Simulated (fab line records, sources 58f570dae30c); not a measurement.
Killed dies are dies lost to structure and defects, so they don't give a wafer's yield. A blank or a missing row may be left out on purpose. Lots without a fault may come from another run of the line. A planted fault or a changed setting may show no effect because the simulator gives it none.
Which tool did it? | flow berkeley_cmos170 | 13 lots, 39 wafers sampled, at 5 steps of a route of 331

WHAT THE GAUGES READ, wafer by wafer
UCB170_SACOX_THK_MEAS_02. Usual: SACOX_OXIDE_THK 14.39 nm, standard deviation 0.25.
lot  | measured    | on            | SACOX_OXIDE_THK (nm) | flag
L404 | day 5 01:16 | film_metro-04 | 14.46 14.84 14.98    |
L406 | day 5 12:37 | film_metro-04 | 14.28 14.30 14.17    |
L405 | day 5 12:39 | film_metro-03 | 14.64 14.27 14.45    |
L408 | day 5 21:06 | film_metro-01 | 14.62 14.66 14.69    |
L409 | day 6 03:53 | film_metro-01 | 14.41 14.10 14.46    |
L411 | day 6 21:45 | film_metro-01 | 14.39 14.46 14.34    |
L413 | day 7 04:49 | film_metro-03 | 14.53 14.36 14.26    |
L419 | day 8 09:55 | film_metro-01 | 13.99 14.11 14.17    |
L420 | day 8 09:56 | film_metro-04 | 15.02 14.82 14.86    |
L418 | day 8 09:56 | film_metro-03 | 14.21 14.19 14.07    |
L421 | day 8 15:05 | film_metro-04 | 14.35 14.32 14.39    |
L422 | day 8 20:40 | film_metro-03 | 14.22 14.02 14.32    |
L424 | day 9 17:38 | film_metro-03 | 14.32 14.48 14.40    |

UCB170_SCREENOX_THK_MEAS_02. Usual: SCREENOX_OXIDE_THK 14.5 nm, standard deviation 0.36.
lot  | measured     | on            | SCREENOX_OXIDE_THK (nm) | flag
L404 | day 5 04:17  | film_metro-02 | 13.6 13.9 13.7          |
L406 | day 5 15:56  | film_metro-02 | 14.7 14.6 14.6          |
L405 | day 5 15:55  | film_metro-03 | 14.8 14.8 14.7          |
L408 | day 6 03:46  | film_metro-02 | 14.1 14.4 14.3          |
L409 | day 6 08:04  | film_metro-01 | 14.3 14.7 14.6          |
L411 | day 7 02:33  | film_metro-03 | 14.8 14.9 14.7          |
L413 | day 7 09:16  | film_metro-03 | 14.5 14.4 14.6          |
L419 | day 8 15:07  | film_metro-01 | 14.7 14.9 14.8          |
L420 | day 8 15:04  | film_metro-01 | 14.5 14.6 14.5          |
L418 | day 8 15:03  | film_metro-03 | 14.7 14.6 14.9          |
L421 | day 8 19:49  | film_metro-02 | 14.1 14.3 14.4          |
L422 | day 9 02:01  | film_metro-03 | 14.7 14.8 14.6          |
L424 | day 10 00:55 | film_metro-02 | 13.9 13.9 13.9          |

UCB170_GATE_THK_MEAS_02. Usual: GATE_OXIDE_THK 6.63 nm, standard deviation 0.13.
lot  | measured     | on            | GATE_OXIDE_THK (nm) | flag
L404 | day 5 14:18  | film_metro-01 | 6.46 6.57 6.53      |
L406 | day 6 02:29  | film_metro-03 | 6.62 6.63 6.66      |
L405 | day 6 02:28  | film_metro-01 | 6.62 6.79 6.80      |
L408 | day 6 18:32  | film_metro-01 | 6.48 6.62 6.57      |
L409 | day 6 18:32  | film_metro-04 | 6.50 6.46 6.40      |
L411 | day 7 16:50  | film_metro-04 | 6.56 6.61 6.62      |
L413 | day 7 23:49  | film_metro-04 | 6.84 6.70 6.66      |
L419 | day 9 04:20  | film_metro-03 | 6.49 6.52 6.47      |
L420 | day 9 04:20  | film_metro-01 | 6.36 6.38 6.46      |
L418 | day 9 04:23  | film_metro-01 | 6.41 6.38 6.45      |
L421 | day 9 08:52  | film_metro-01 | 6.82 6.68 6.54      |
L422 | day 9 15:57  | film_metro-04 | 6.54 6.55 6.63      |
L424 | day 10 13:29 | film_metro-04 | 6.63 6.68 6.73      |

UCB170_GATE_THK_MEAS_05. Usual: GATE_POLY_THK 214.5 nm, standard deviation 2.1.
lot  | measured     | on            | GATE_POLY_THK (nm)                  | flag
L404 | day 5 20:40  | film_metro-03 | 213.5 213.9 217.0                   |
L406 | day 6 07:15  | film_metro-01 | 216.1 216.6 215.5                   |
L405 | day 6 07:14  | film_metro-04 | 217.4 217.5 218.9                   |
L408 | day 7 02:05  | film_metro-04 | 216.1 214.9 213.8                   |
L409 | day 7 02:09  | film_metro-04 | 216.5 217.5 216.6                   |
L411 | day 7 22:07  | film_metro-01 | 214.6 214.5 213.5                   |
L413 | day 8 07:01  | film_metro-03 | 222.0 230.9 235.0 221.8 231.4 234.7 | OFF
L419 | day 9 11:46  | film_metro-04 | 213.6 213.3 212.4                   |
L420 | day 9 11:47  | film_metro-03 | 214.5 214.8 215.7                   |
L418 | day 9 11:46  | film_metro-01 | 213.6 214.8 214.3                   |
L421 | day 9 16:50  | film_metro-04 | 214.2 214.7 214.6                   |
L422 | day 9 23:41  | film_metro-03 | 213.7 213.4 214.2                   |
L424 | day 10 19:22 | film_metro-01 | 215.6 214.8 215.7                   |

WHICH TOOL RAN EACH LOT (tool, then ch and the chambers of the sampled wafers, then the start)
lot  | UCB170_GATE_CVD_04
L404 | lpcvd-01 ch 0, day 5 19:16
L406 | lpcvd-01 ch 1, day 6 05:50
L405 | lpcvd-01 ch 1, day 6 05:50
L408 | lpcvd-01 ch 0, day 7 00:41
L409 | lpcvd-01 ch 1, day 7 00:41
L411 | lpcvd-02 ch 0, day 7 20:42
L413 | lpcvd-02 ch 1, day 8 05:37
L419 | lpcvd-01 ch 1, day 9 10:22
L420 | lpcvd-01 ch 0, day 9 10:22
L418 | lpcvd-01 ch 0, day 9 10:22
L421 | lpcvd-02 ch 0, day 9 15:26
L422 | lpcvd-01 ch 1, day 9 22:17
L424 | lpcvd-01 ch 1, day 10 17:56
- UCB170_GATE_CVD_04: deposits poly-Si from SiH4, time 1440 s, target thk 214 nm.

WHAT THE TOOLS THEMSELVES READ (means of the sampled wafers that have a number; where no wafer has one, the mark that the record gives instead)
UCB170_GATE_CVD_04. Usual: spike_tc_centre_C 612.1 C, standard deviation 1.4.
lot  | tool     | spike_tc_centre_C (C) | flag
L404 | lpcvd-01 | 611.3                 |
L406 | lpcvd-01 | 613.2                 |
L405 | lpcvd-01 | 613.1                 |
L408 | lpcvd-01 | 611.5                 |
L409 | lpcvd-01 | 613.5                 |
L411 | lpcvd-02 | 610.4                 |
L413 | lpcvd-02 | 625.8                 | OFF
L419 | lpcvd-01 | 613.8                 |
L420 | lpcvd-01 | 611.8                 |
L418 | lpcvd-01 | 612.4                 |
L421 | lpcvd-02 | 610.7                 |
L422 | lpcvd-01 | 613.6                 |
L424 | lpcvd-01 | 612.9                 |

THE ANSWER, worked out from the rows above alone
Rule: a lot is off if the mean of its wafers that have a number lies more than 3 standard deviations from the usual mean. A lot without any number at a reading at which 4 lots or more have one is off too. The other lots that the step has rows for count as sound. The gauges are gone through in route order, then the tools' own readings, and for those a lot's mean is taken as printed above. The first step at which some lot is off is used, and at that step the reading that is off furthest; a lot without a number counts as furthest.
Off: L413, at UCB170_GATE_THK_MEAS_05 (GATE_POLY_THK).
A tool fits if, at a process step before that reading, it ran every lot that is off, and no sound lot after the first of them. The gauges at UCB170_GATE_THK_MEAS_05 aren't tried: what is off there is off at UCB170_GATE_CVD_04 too, on other tools, and a gauge's error can't cause that. None of those tried fits.

WHAT THE SIMULATOR HAD PUT IN
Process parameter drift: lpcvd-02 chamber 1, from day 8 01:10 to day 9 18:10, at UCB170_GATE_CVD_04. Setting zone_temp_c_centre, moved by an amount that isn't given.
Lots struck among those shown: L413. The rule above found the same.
